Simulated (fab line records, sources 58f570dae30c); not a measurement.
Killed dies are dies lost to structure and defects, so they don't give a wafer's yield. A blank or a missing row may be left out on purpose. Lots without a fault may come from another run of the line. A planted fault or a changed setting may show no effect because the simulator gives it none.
One fault seen from 2 desks | flow berkeley_cmos170 | each desk has only its own numbers; what lay behind them comes last

THE METROLOGY DESK
What the gauges read, lot by lot, whatever tool the lot ran on: means of the sampled wafers that have a number. A lot is out of limits, marked OUT, if its mean lies more than 4 standard deviations from the usual mean; the brackets give that distance.
Columns: A = PFIELD_TW at UCB170_PFIELD_TW_MEAS_09, usual 597; B = FIELD_OXIDE_THK at UCB170_FIELD_THK_MEAS_02, usual 563 nm; C = FIELD_OXIDE_LEFT_1_THK at UCB170_FIELD_THK_MEAS_90, usual 446 nm; D = SACOX_OXIDE_THK at UCB170_SACOX_THK_MEAS_02, usual 14.47 nm
lot  | first seen here | A   | B   | C   | D
L468 | day 5 11:53     | 602 | 567 | 451 | 14.34
L471 | day 5 16:52     | 598 | 551 | 433 | 14.61
L469 | day 5 17:25     | 596 | 573 | 455 | 14.65
L470 | day 5 17:41     | 598 | 546 | 429 | 14.43
L479 | day 7 08:08     | 598 | 559 | 441 | 14.64
L486 | day 8 14:40     | 596 | 565 | 448 | 14.56
This desk's finding: nothing out of limits on any of the 6 lots.

THE TOOL OWNER'S DESK: wet_bench-04
The tool's own readings at UCB170_SCREENOX_WET_ETCH_00 (etches SiO2 in dHF, time 200 s): means of the sampled wafers that have a number, for each lot that ran on this tool. A lot is out of limits, marked OUT, if its mean lies more than 4 standard deviations from the usual mean; the brackets give that distance.
Columns: A = bath_heat_duty_pct at UCB170_SCREENOX_WET_ETCH_00, usual 5.9 %; B = run_length_s at UCB170_SCREENOX_WET_ETCH_00, usual 227 s
lot  | first seen here | A   | B
L479 | day 8 01:20     | 5.3 | 234
This desk's finding: nothing out of limits on the one lot.

PUT TOGETHER
The metrology desk saw nothing out of limits.
The tool owner's desk saw nothing out of limits.

WHAT THE SIMULATOR HAD PUT IN
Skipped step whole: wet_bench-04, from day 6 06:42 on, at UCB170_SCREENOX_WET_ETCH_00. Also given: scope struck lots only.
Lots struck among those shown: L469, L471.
